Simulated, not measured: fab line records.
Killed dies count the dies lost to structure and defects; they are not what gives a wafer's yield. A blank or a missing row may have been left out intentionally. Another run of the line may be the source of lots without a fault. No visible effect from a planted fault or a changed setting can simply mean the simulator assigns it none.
Which of the tools did it? :: flow rit_cmos :: 42 wafers from 14 lots sampled at 2 of the route's 202 steps

== WHAT THE GAUGES SHOWED, per wafer ==
RIT_CONTACT_THK_MEAS_01.
lot: L312
measured: day 3 02:26
on: film_metro-03
CONTACT_TEOS_THK (nm): 403 405 414

lot: L313
measured: day 3 11:53
on: film_metro-03
CONTACT_TEOS_THK (nm): 416 415 418

lot: L315
measured: day 3 18:20
on: film_metro-01
CONTACT_TEOS_THK (nm): 411 409 421

lot: L316
measured: day 3 22:31
on: film_metro-03
CONTACT_TEOS_THK (nm): 412 422 418

lot: L317
measured: day 4 03:43
on: film_metro-02
CONTACT_TEOS_THK (nm): 416 421 416

lot: L318
measured: day 4 08:18
on: film_metro-03
CONTACT_TEOS_THK (nm): 414 418 420

lot: L319
measured: day 4 13:25
on: film_metro-03
CONTACT_TEOS_THK (nm): 411 415 414

lot: L322
measured: day 5 03:41
on: film_metro-01
CONTACT_TEOS_THK (nm): 572 412 408

lot: L323
measured: day 5 11:08
on: film_metro-03
CONTACT_TEOS_THK (nm): 412 405 416

lot: L325
measured: day 5 21:57
on: film_metro-02
CONTACT_TEOS_THK (nm): 414 423 589

lot: L329
measured: day 6 17:17
on: film_metro-01
CONTACT_TEOS_THK (nm): 415 418 418

lot: L330
measured: day 6 21:12
on: film_metro-01
CONTACT_TEOS_THK (nm): 408 409 410

lot: L332
measured: day 7 07:03
on: film_metro-01
CONTACT_TEOS_THK (nm): 407 409 414

lot: L334
measured: day 7 17:43
on: film_metro-01
CONTACT_TEOS_THK (nm): 407 412 410

== WHICH TOOL RAN EACH LOT (tool, then ch and the chambers of the sampled wafers, then the start) ==
lot: L312
RIT_CONTACT_CVD_00: pecvd-04 ch 0,2, day 3 02:23

lot: L313
RIT_CONTACT_CVD_00: pecvd-03 ch 0,2, day 3 11:50

lot: L315
RIT_CONTACT_CVD_00: pecvd-04 ch 0,1,2, day 3 18:17

lot: L316
RIT_CONTACT_CVD_00: pecvd-03 ch 0,2, day 3 22:26

lot: L317
RIT_CONTACT_CVD_00: pecvd-02 ch 0,2, day 4 03:38

lot: L318
RIT_CONTACT_CVD_00: pecvd-04 ch 0,1, day 4 08:14

lot: L319
RIT_CONTACT_CVD_00: pecvd-03 ch 0,2, day 4 13:20

lot: L322
RIT_CONTACT_CVD_00: pecvd-03 ch 0,1,2, day 5 03:38

lot: L323
RIT_CONTACT_CVD_00: pecvd-02 ch 0,1, day 5 11:05

lot: L325
RIT_CONTACT_CVD_00: pecvd-03 ch 0,1,2, day 5 21:53

lot: L329
RIT_CONTACT_CVD_00: pecvd-02 ch 0,2, day 6 17:14

lot: L330
RIT_CONTACT_CVD_00: pecvd-04 ch 1,2, day 6 21:08

lot: L332
RIT_CONTACT_CVD_00: pecvd-02 ch 0,1, day 7 06:59

lot: L334
RIT_CONTACT_CVD_00: pecvd-04 ch 0,1,2, day 7 17:39
- RIT_CONTACT_CVD_00: deposits SiO2 from TEOS, target thk 400 nm, time 63.41 s.

== WHAT THE TOOLS THEMSELVES READ (means of the sampled wafers that have a number; where no wafer has one, the mark that the record gives instead) ==
RIT_CONTACT_CVD_00.
lot: L312
tool: pecvd-04
heater_power_w (W): 317

lot: L313
tool: pecvd-03
heater_power_w (W): 351

lot: L315
tool: pecvd-04
heater_power_w (W): 250

lot: L316
tool: pecvd-03
heater_power_w (W): 323

lot: L317
tool: pecvd-02
heater_power_w (W): 315

lot: L318
tool: pecvd-04
heater_power_w (W): 284

lot: L319
tool: pecvd-03
heater_power_w (W): 359

lot: L322
tool: pecvd-03
heater_power_w (W): 360

lot: L323
tool: pecvd-02
heater_power_w (W): 270

lot: L325
tool: pecvd-03
heater_power_w (W): 386

lot: L329
tool: pecvd-02
heater_power_w (W): 372

lot: L330
tool: pecvd-04
heater_power_w (W): 222

lot: L332
tool: pecvd-02
heater_power_w (W): 290

lot: L334
tool: pecvd-04
heater_power_w (W): 292

== THE ANSWER, worked out from the rows above alone ==
Rule: the usual values come from the lots themselves. Put in order of their means at a reading, lots are off if they are a third of the lots or fewer, leave a main group of 4 or more, and stand apart from it by a gap of 3 or more times the standard deviation of the main group's means; of several such gaps the widest counts. The tables above print the reading to a certain number of digits; a main group whose means all agree to those digits is not used. A lot without any number at a reading at which 4 lots or more have one is off too. Where the step has rows for the other lots, those lots are counted as sound. The gauges are gone through in route order, then the tools' own readings, and for those a lot's mean is taken as printed above. At the first step where some lot is off, the reading lying furthest off is the one used; lots without a number count as furthest.
Off: at RIT_CONTACT_THK_MEAS_01 (CONTACT_TEOS_THK), L322, L325. Main group: mean 413 nm, sd 3.6.
If a tool, at a process step before that reading, ran all the lots that are off and no sound lot after the first of them, it fits. The gauges at RIT_CONTACT_THK_MEAS_01 are tried like those tools. One fits: RIT_CONTACT_CVD_00 on pecvd-03. Its last sound lot is L319 (day 4 13:20), its first lot that is off L322 (day 5 03:38): a fault that began between those two fits.

== WHAT WAS PUT IN BY THE SIMULATOR ==
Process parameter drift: pecvd-03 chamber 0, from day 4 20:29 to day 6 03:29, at RIT_CONTACT_CVD_00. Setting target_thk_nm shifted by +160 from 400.
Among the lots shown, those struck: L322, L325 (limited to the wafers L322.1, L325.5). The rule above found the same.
